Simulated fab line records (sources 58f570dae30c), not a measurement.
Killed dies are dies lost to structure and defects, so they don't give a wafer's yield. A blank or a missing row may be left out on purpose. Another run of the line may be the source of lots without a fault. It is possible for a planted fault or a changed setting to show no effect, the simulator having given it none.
Lot-split experiment -- flow berkeley cmos170 -- 5 lots, 23 wafers read, on a route of 331 steps

ABOUT THE SPLIT
At UCB170_ACTIVE_OXIDATION_02 (target thk 26.4 nm, ox time 1260 s), the setting temp c was moved away from the recipe's 1000 C on 15 of the 23 wafers read, by -2.2% to +1.2%. The other wafers ran this setting at the recipe's value.

Between the split and the reading, the file records no step.

THE READING
ACTIVE_OXIDE_THK at UCB170_ACTIVE_THK_MEAS_03, in nm. Typical for fault-free wafers on this fab line: 26.3 nm, with standard deviation 0.57 nm.

wafer,"tool, chamber at the split","temp c as run, C",against the recipe,"ACTIVE_OXIDE_THK, nm",against lot-mates on the recipe
L076.1,"-, -",1012,+1.2%,28.6,no lot-mate on the recipe
L076.2,"-, -",1012,+1.2%,28.9,no lot-mate on the recipe
L076.3,"-, -",1012,+1.2%,28.3,no lot-mate on the recipe
L076.4,"-, -",1012,+1.2%,28.7,no lot-mate on the recipe
L076.5,"-, -",1012,+1.2%,28.9,no lot-mate on the recipe
L077.1,"-, -",1000,recipe,25.9,-
L077.2,"-, -",1000,recipe,25.8,-
L077.3,"-, -",1000,recipe,25.7,-
L077.4,"-, -",1000,recipe,25.4,-
L077.5,"-, -",1000,recipe,25.9,-
L081.2,"furnace-02, 0",1000,recipe,26.4,-
L081.4,"furnace-02, 0",1000,recipe,26.4,-
L081.6,"furnace-02, 0",1000,recipe,26.8,-
L084.1,"-, -",1010,+1.0%,29.0,no lot-mate on the recipe
L084.2,"-, -",1010,+1.0%,28.8,no lot-mate on the recipe
L084.4,"-, -",1010,+1.0%,28.6,no lot-mate on the recipe
L084.5,"-, -",1010,+1.0%,29.2,no lot-mate on the recipe
L084.6,"-, -",1010,+1.0%,28.7,no lot-mate on the recipe
L085.2,"-, -",977.6,-2.2%,20.6,no lot-mate on the recipe
L085.3,"-, -",977.6,-2.2%,20.4,no lot-mate on the recipe
L085.4,"-, -",977.6,-2.2%,20.6,no lot-mate on the recipe
L085.5,"-, -",977.6,-2.2%,20.4,no lot-mate on the recipe
L085.6,"-, -",977.6,-2.2%,20.5,no lot-mate on the recipe

FIT RESULTS
A straight line over all 23 wafers: ACTIVE_OXIDE_THK changes by +2.47 nm for each +1% of temp c; r = +0.99; the points scatter about the line by 0.39 nm.
Too few moved wafers have a lot-mate on the recipe to fit a line with each lot's own level taken away.

THE WHOLE CHAIN: every reading that the file lists as answering this split, in the file's order
step,what it does,reading,change (the file's fit),r (the file's)
UCB170_ACTIVE_OXIDATION_02,"target thk 26.4 nm, ox time 1260 s","SiO2_of_ACTIVE_OXIDATION_02.thk nm (the simulator's own value, which no gauge read)",+2.47 nm for each +1% of the setting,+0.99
UCB170_ACTIVE_THK_MEAS_03,,ACTIVE_OXIDE_THK,+2.47 for each +1% of the setting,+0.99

THE FILE'S OWN FIT
ACTIVE_OXIDE_THK changes by +2.47 nm for each +1% of temp c, r = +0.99.
